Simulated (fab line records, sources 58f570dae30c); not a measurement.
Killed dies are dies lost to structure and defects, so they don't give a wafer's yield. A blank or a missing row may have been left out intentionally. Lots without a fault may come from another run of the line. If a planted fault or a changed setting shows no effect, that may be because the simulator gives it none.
fab line records ; flow berkeley-cmos170 ; part 2 of 2: steps 28 to 39 of 39
[record] lots = 5; wafers = 15; last-day = 12
route steps=331 shown GATE@125 FIELD@126 PLDD@145 NLDD@158
lots with no fault: from the same line, run without faults
start-h: hours from the record's opening day to when the first of the lot's shown wafers began ; wait-h: time in hours since the lot's previous step ; " as in the row above ; L1.1+2: a row that stands for several wafers ; - no value, or no start was given ; * or withheld: withheld ; < > ~ a bound
route shown NAME@n: a module of which the file shows steps, and the number in the route of the first ; usual: average and standard deviation across the fault-free wafers ; same: alike in all rows ; chamber/n: place in a boat ; sites: per-site readings ; _std_site: how widely they spread, as a standard deviation ; _edge_site: inner sites' mean taken away from outer sites' mean ; radius-mm: for every site, how far away it sits from the centre of the wafer ; mask NAME#n: copy n ; behind: the tool/chamber that last shaped the wafer ; hold: reason for holding the lot/hours on hold/outcome of the hold ; device: names the non-switching transistor (n, p or np) ; end of line: the route-end tests of the same wafers ; a step without rows: its recipe alone ; killed: at the first sort, the dies lost to defects and structure; wafer yield is something else ; map: the dies of a wafer, with x for killed, . for not killed, _ for no die there
set.NAME: the setting as run; set.NAME@STEP: as run at that earlier step ; model.NAME: the simulator's own value behind a step, which no gauge read
lots at selected steps of the route; one table per step, one row per wafer
services: from which hour (start-h, from the record's first day; less than 0 if before it) a tool's chamber was out of use, for how many hours, and why
[[steps]]
[step UCB170_PLDD_OVL_MEAS_07]
[usual] PLDD_OVL = 2/5.3
lot.wafer;tool;chamber;start-h;wait-h;PLDD_OVL[nm]
L079.2;overlay-01;-;142.19;0.1;3
L079.3;overlay-01;-;142.19;0.1;-2
L079.6;overlay-01;-;142.19;0.1;3
L081.2;overlay-02;-;149.96;0.1;3
L081.4;overlay-02;-;149.96;0.1;2
L081.5;overlay-02;-;149.96;0.1;-6
L090.1;overlay-02;-;192.41;0.1;-1
L090.5;overlay-02;-;192.41;0.1;-1
L090.6;overlay-02;-;192.41;0.1;-5
L092.1;overlay-02;-;217.12;0.1;-7
L092.2;overlay-02;-;217.12;0.1;5
L092.3;overlay-02;-;217.12;0.1;-10
L095.2;overlay-02;-;234.47;0.1;0
L095.3;overlay-02;-;234.47;0.1;10
L095.4;overlay-02;-;234.47;0.1;1
[step UCB170_PLDD_IMPLANT_08]
[recipe] species = BF2; dose-cm2 = 5e+13; energy-kev = 10; tilt-deg = 7; rotation-deg = 0
lot.wafer;tool;chamber;start-h;wait-h
L079.2+3+6;implanter-03;0;142.24;0.0
L081.2+4+5;implanter-03;0;150.02;0.0
L090.1+5+6;implanter-03;0;192.45;0.0
L092.1+2+3;implanter-02;0;217.15;0.0
L095.2+3+4;implanter-01;0;234.53;0.0
[step UCB170_PLDD_IMPLANT_09]
[recipe] species = BF2; dose-cm2 = 5e+13; energy-kev = 10; tilt-deg = 7; rotation-deg = 180
lot.wafer;tool;chamber;start-h;wait-h
L079.2+3+6;implanter-03;0;142.39;0.1
L081.2+4+5;implanter-03;0;150.17;0.1
L090.1+5+6;implanter-03;0;192.60;0.1
L092.1+2+3;implanter-02;0;217.30;0.1
L095.2+3+4;implanter-01;0;234.68;0.1
[step UCB170_PLDD_STRIP_10]
[recipe] chemistry = O2; power-w = 400; pressure-mtorr = 3500; platen-temp-c = withheld; o2-flow-sccm = 400; overash-fraction = 0.5
[usual] drypump-motor-current-A = 5.7/0.59; oes-product-au = 0.735/0.0046; strip-time-to-endpoint-s = 21.64/0.07
lot.wafer;tool;chamber;start-h;wait-h;drypump-motor-current-A;oes-product-au;rf-hours-counter-h;strip-time-to-endpoint-s
L079.2;plasma-asher-04;0;142.52;0.1;5.1;0.738;39;21.70
L079.3;plasma-asher-04;1;142.52;0.1;5.5;0.735;-;21.73
L079.6;plasma-asher-04;0;142.52;0.1;5.2;0.733;-;21.74
L081.2;plasma-asher-04;0;150.29;0.1;5.1;0.739;40;21.73
L081.4;plasma-asher-04;1;150.29;0.1;5.5;0.726;-;21.66
L081.5;plasma-asher-04;0;150.29;0.1;5.2;0.733;-;21.69
L090.1;plasma-asher-02;1;192.75;0.1;6.6;0.736;53;21.57
L090.5;plasma-asher-02;0;192.75;0.1;6.5;0.731;-;21.60
L090.6;plasma-asher-02;1;192.75;0.1;6.6;0.727;-;21.59
L092.1;plasma-asher-01;0;217.45;0.1;5.0;0.738;47;21.61
L092.2;plasma-asher-01;1;217.45;0.1;5.8;0.735;47;21.57
L092.3;plasma-asher-01;0;217.45;0.1;5.0;0.734;-;21.66
L095.2;plasma-asher-04;1;234.80;0.1;5.5;0.722;49;21.67
L095.3;plasma-asher-04;1;234.80;0.1;5.5;0.731;-;21.68
L095.4;plasma-asher-04;0;234.80;0.1;5.2;0.731;-;21.70
[step UCB170_PLDD_TW_MEAS_11]
[usual] PLDD_TW = 1015/5.9
lot.wafer;tool;chamber;start-h;wait-h;PLDD_TW
L079.2;film-metro-02;-;142.63;0.1;1011
L079.3;film-metro-02;-;142.63;0.1;1014
L079.6;film-metro-02;-;142.63;0.1;1010
L081.2;film-metro-02;-;150.40;0.1;1013
L081.4;film-metro-02;-;150.40;0.1;1012
L081.5;film-metro-02;-;150.40;0.1;1017
L090.1;film-metro-03;-;192.85;0.1;1019
L090.5;film-metro-03;-;192.85;0.1;1018
L090.6;film-metro-03;-;192.85;0.1;1020
L092.1;film-metro-02;-;217.55;0.1;1010
L092.2;film-metro-02;-;217.55;0.1;1017
L092.3;film-metro-02;-;217.55;0.1;1011
L095.2;film-metro-03;-;234.91;0.1;1011
L095.3;film-metro-03;-;234.91;0.1;1007
L095.4;film-metro-03;-;234.91;0.1;1017
[step UCB170_PLDD_CLEAN_12]
[recipe] chemistry = SPM; temp-c = 120; time-s = 600
lot.wafer;tool;chamber;start-h;wait-h
L079.2+3+6;wet-bench-03;3;144.53;1.9
L081.2+4+5;wet-bench-01;0;150.45;0.0
L090.1+5+6;wet-bench-01;3;192.91;0.1
L092.1+2+3;wet-bench-04;1;220.39;2.8
L095.2+3+4;wet-bench-01;1;235.11;0.2
[step UCB170_NLDD_HMDS_00]
[recipe] prime-time-s = 60; prime-temp-c = 100
lot.wafer;tool;chamber;start-h;wait-h
L079.2+3+6;litho-track-03;0;145.44;0.7
L081.2+4+5;litho-track-01;0;151.63;1.0
L090.1+5+6;litho-track-01;0;193.29;0.2
L092.1+2+3;litho-track-01;0;220.56;0.0
L095.2+3+4;litho-track-01;0;235.34;0.0
[step UCB170_NLDD_COAT_01]
[recipe] resist = KrF; spin-rpm = 1500; resist-thk-nm = 900
[usual] spin-speed-rpm = 1500.2/0.97
lot.wafer;tool;chamber;start-h;wait-h;spin-speed-rpm
L079.2;litho-track-03;0;145.59;0.1;1501.1
L079.3;litho-track-03;0;145.59;0.1;1500.6
L079.6;litho-track-03;0;145.59;0.1;1502.0
L081.2;litho-track-01;0;151.78;0.1;1499.9
L081.4;litho-track-01;0;151.78;0.1;1500.4
L081.5;litho-track-01;0;151.78;0.1;1501.6
L090.1;litho-track-01;0;193.44;0.1;1500.8
L090.5;litho-track-01;0;193.44;0.1;1500.6
L090.6;litho-track-01;0;193.44;0.1;1500.6
L092.1;litho-track-01;0;220.71;0.1;1498.3
L092.2;litho-track-01;0;220.71;0.1;1499.9
L092.3;litho-track-01;0;220.71;0.1;1500.2
L095.2;litho-track-01;0;235.49;0.1;1500.1
L095.3;litho-track-01;0;235.49;0.1;1500.7
L095.4;litho-track-01;0;235.49;0.1;1501.0
[step UCB170_NLDD_SOFTBAKE_02]
[recipe] resist = KrF; temp-c = 130; time-s = 60
[usual] plate-temp-C = 129.96/0.14
lot.wafer;tool;chamber;start-h;wait-h;plate-temp-C
L079.2;litho-track-03;0;145.74;0.1;130.03
L079.3;litho-track-03;0;145.74;0.1;129.92
L079.6;litho-track-03;0;145.74;0.1;129.90
L081.2;litho-track-01;0;151.93;0.1;130.04
L081.4;litho-track-01;0;151.93;0.1;129.96
L081.5;litho-track-01;0;151.93;0.1;130.01
L090.1;litho-track-01;0;193.59;0.1;129.82
L090.5;litho-track-01;0;193.59;0.1;129.99
L090.6;litho-track-01;0;193.59;0.1;129.74
L092.1;litho-track-01;0;220.86;0.1;129.88
L092.2;litho-track-01;0;220.86;0.1;129.93
L092.3;litho-track-01;0;220.86;0.1;129.85
L095.2;litho-track-01;0;235.64;0.1;130.09
L095.3;litho-track-01;0;235.64;0.1;130.05
L095.4;litho-track-01;0;235.64;0.1;130.19
[step UCB170_NLDD_EXPOSE_03]
[recipe] mask-id = NSELECT; na = 0.5; sigma-outer = 0.6; source-shape = conventional; target-cd-nm = 1200; dose-mj = 30
lot.wafer;tool;chamber;start-h;wait-h;mask
L079.2+3+6;krf-scanner-01;0;146.19;0.4;NSELECT#0
L081.2+4+5;krf-scanner-01;0;152.07;0.1;NSELECT#0
L090.1+5+6;krf-scanner-02;0;193.74;0.1;NSELECT#0
L092.1+2+3;krf-scanner-02;0;221.38;0.5;NSELECT#0
L095.2+3+4;krf-scanner-01;0;235.91;0.2;NSELECT#0
[step UCB170_NLDD_PEB_04]
[recipe] peb-temp-c = 130; peb-time-s = withheld; resist = KrF
[usual] plate-temp-C = 130.01/0.14
lot.wafer;tool;chamber;start-h;wait-h;plate-temp-C
L079.2;litho-track-01;0;146.83;0.6;129.81
L079.3;litho-track-01;0;146.83;0.6;130.05
L079.6;litho-track-01;0;146.83;0.6;130.22
L081.2;litho-track-03;0;152.65;0.6;130.22
L081.4;litho-track-03;0;152.65;0.6;130.01
L081.5;litho-track-03;0;152.65;0.6;129.94
L090.1;litho-track-03;0;194.11;0.3;129.82
L090.5;litho-track-03;0;194.11;0.3;129.92
L090.6;litho-track-03;0;194.11;0.3;129.84
L092.1;litho-track-01;0;221.53;0.1;130.06
L092.2;litho-track-01;0;221.53;0.1;129.85
L092.3;litho-track-01;0;221.53;0.1;129.85
L095.2;litho-track-01;0;236.24;0.3;130.14
L095.3;litho-track-01;0;236.24;0.3;130.00
L095.4;litho-track-01;0;236.24;0.3;130.09
[step UCB170_NLDD_DEVELOP_05]
[recipe] developer = TMAH; develop-time-s = 45; resist = KrF; dev-temp-c = 21
[same] develop-time-s = 45
lot.wafer;tool;chamber;start-h;wait-h
L079.2+3+6;litho-track-01;0;-;-
L081.2+4+5;litho-track-03;0;-;-
L090.1+5+6;litho-track-03;0;-;-
L092.1+2+3;litho-track-01;0;-;-
L095.2+3+4;litho-track-01;0;-;-
[[services]]
tool;chamber;start-h;hours;kind
krf-scanner-01;-;107.07;0.8;pm
rie-diel-02;2;107.35;3.8;repair
plasma-asher-03;-;108.75;9.0;pm
krf-scanner-01;-;114.19;1.0;pm
krf-scanner-02;-;115.19;1.0;pm
rie-diel-02;0;116.62;10.8;repair
rie-diel-03;1;117.36;1.4;repair
furnace-03;-;123.04;3.6;pm
krf-scanner-01;-;125.72;1.3;pm
implanter-03;-;126.16;1.2;repair
plasma-asher-01;-;145.87;6.6;repair
lpcvd-02;-;149.93;1.2;repair
krf-scanner-02;-;151.07;0.2;repair
furnace-04;-;157.18;2.9;pm
furnace-04;-;160.08;4.6;pm
rie-diel-02;0;163.29;4.0;repair
krf-scanner-02;-;169.15;0.8;pm
krf-scanner-02;-;175.54;1.3;pm
krf-scanner-02;-;195.90;1.7;repair
rie-diel-02;3;197.94;9.5;repair
furnace-01;-;198.38;4.6;pm
rie-si-01;1;206.36;3.2;repair
plasma-asher-01;-;209.15;2.3;repair
plasma-asher-04;-;214.87;0.4;repair
